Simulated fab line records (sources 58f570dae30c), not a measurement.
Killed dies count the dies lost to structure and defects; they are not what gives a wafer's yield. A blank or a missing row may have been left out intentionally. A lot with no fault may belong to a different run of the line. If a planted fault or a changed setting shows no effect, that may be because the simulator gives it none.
Which of the tools did it? + flow berkeley cmos170 + 13 lots with 39 wafers sampled at 3 steps, on a route of 331 steps

## WHAT THE GAUGES READ, wafer by wafer
UCB170_M2_OVL_MEAS_16. Usual: M2_OVL gives -2 nm (standard deviation 6.5).
| lot  | measured     | on         | M2_OVL (nm) | flag |
|------|--------------|------------|-------------|------|
| L395 | day 9 01:30  | overlay-02 | 5 3 3       |      |
| L397 | day 9 08:38  | overlay-02 | 12 3 -10    |      |
| L398 | day 9 07:35  | overlay-01 | 4 4 4       |      |
| L401 | day 10 05:15 | overlay-01 | 9 8 4       |      |
| L403 | day 10 21:16 | overlay-02 | -4 -4 5     |      |
| L404 | day 10 22:17 | overlay-01 | 1 2 2       |      |
| L405 | day 10 15:04 | overlay-02 | -9 -9 -12   |      |
| L406 | day 11 01:11 | overlay-02 | -10 -4 -3   |      |
| L407 | day 11 03:11 | overlay-02 | 0 -1 3      |      |
| L408 | day 11 20:47 | overlay-01 | 1 -10 -5    |      |
| L411 | day 12 21:28 | overlay-01 | -3 -13 -4   |      |
| L413 | day 12 23:43 | overlay-02 | -2 1 -4     |      |
| L416 | day 13 07:22 | overlay-02 | -1 -2 -9    |      |

## WHAT TOOL EACH LOT RAN ON (gives the tool, then ch and the chambers of the sampled wafers, and finally the start)
| lot  | UCB170_ACTIVE_CLEAN_00         | UCB170_M2_SPUTTER_01         |
|------|--------------------------------|------------------------------|
| L395 | wet bench-04 ch 0, day 4 17:16 | pvd sputter-02, day 8 22:41  |
| L397 | wet bench-04 ch 2, day 5 03:01 | pvd sputter-02, day 9 04:59  |
| L398 | wet bench-04 ch 3, day 5 03:01 | pvd sputter-01, day 9 03:59  |
| L401 | wet bench-02 ch 3, day 6 04:41 | pvd sputter-01, day 10 03:17 |
| L403 | wet bench-03 ch 2, day 6 14:05 | pvd sputter-02, day 10 19:17 |
| L404 | wet bench-03 ch 2, day 6 14:05 | pvd sputter-01, day 10 20:12 |
| L405 | wet bench-03 ch 1, day 6 14:05 | pvd sputter-03, day 10 11:58 |
| L406 | wet bench-02 ch 0, day 7 00:32 | pvd sputter-03, day 10 22:57 |
| L407 | wet bench-02 ch 3, day 7 00:32 | pvd sputter-02, day 11 00:55 |
| L408 | wet bench-03 ch 3, day 7 11:24 | pvd sputter-03, day 11 18:13 |
| L411 | wet bench-03 ch 1, day 8 10:38 | pvd sputter-03, day 12 19:20 |
| L413 | wet bench-04 ch 0, day 8 10:38 | pvd sputter-02, day 12 21:46 |
| L416 | wet bench-03 ch 2, day 9 01:36 | pvd sputter-02, day 13 04:35 |
- UCB170_ACTIVE_CLEAN_00: cleans in SPM, time 600 s.
- UCB170_M2_SPUTTER_01: material Al, target thk 900 nm, time 120 s.

## WHAT THE TOOLS THEMSELVES READ (means of the sampled wafers that have a number; where no wafer has one, the mark that the record gives instead)
UCB170_M2_SPUTTER_01. Usual: throttle valve pct at 29.9 %, with a standard deviation of 1.1.
| lot  | tool           | throttle valve pct (%) | flag |
|------|----------------|------------------------|------|
| L395 | pvd sputter-02 | 30.1                   |      |
| L397 | pvd sputter-02 | 29.8                   |      |
| L398 | pvd sputter-01 | 29.0                   |      |
| L401 | pvd sputter-01 | 31.3                   |      |
| L403 | pvd sputter-02 | 28.8                   |      |
| L404 | pvd sputter-01 | 30.6                   |      |
| L405 | pvd sputter-03 | 30.0                   |      |
| L406 | pvd sputter-03 | 30.6                   |      |
| L407 | pvd sputter-02 | 29.7                   |      |
| L408 | pvd sputter-03 | 29.2                   |      |
| L411 | pvd sputter-03 | 29.8                   |      |
| L413 | pvd sputter-02 | 29.4                   |      |
| L416 | pvd sputter-02 | 29.6                   |      |

## THE ANSWER, worked out from the rows above alone
Rule: take the mean of a lot's wafers that have a number; if it is more than 3 standard deviations from the usual mean, the lot is off. A lot without any number at a reading at which 4 lots or more have one is off too. Any other lot the step has rows for is counted as sound. After the gauges, taken in route order, come the tools' own readings; for these a lot's mean is taken, as printed above. At the first step where some lot is off, the reading lying furthest off is the one used; lots without a number count as furthest.
Nothing can be told from this: no lot is off at any reading shown.

## WHAT HAD BEEN PUT IN BY THE SIMULATOR
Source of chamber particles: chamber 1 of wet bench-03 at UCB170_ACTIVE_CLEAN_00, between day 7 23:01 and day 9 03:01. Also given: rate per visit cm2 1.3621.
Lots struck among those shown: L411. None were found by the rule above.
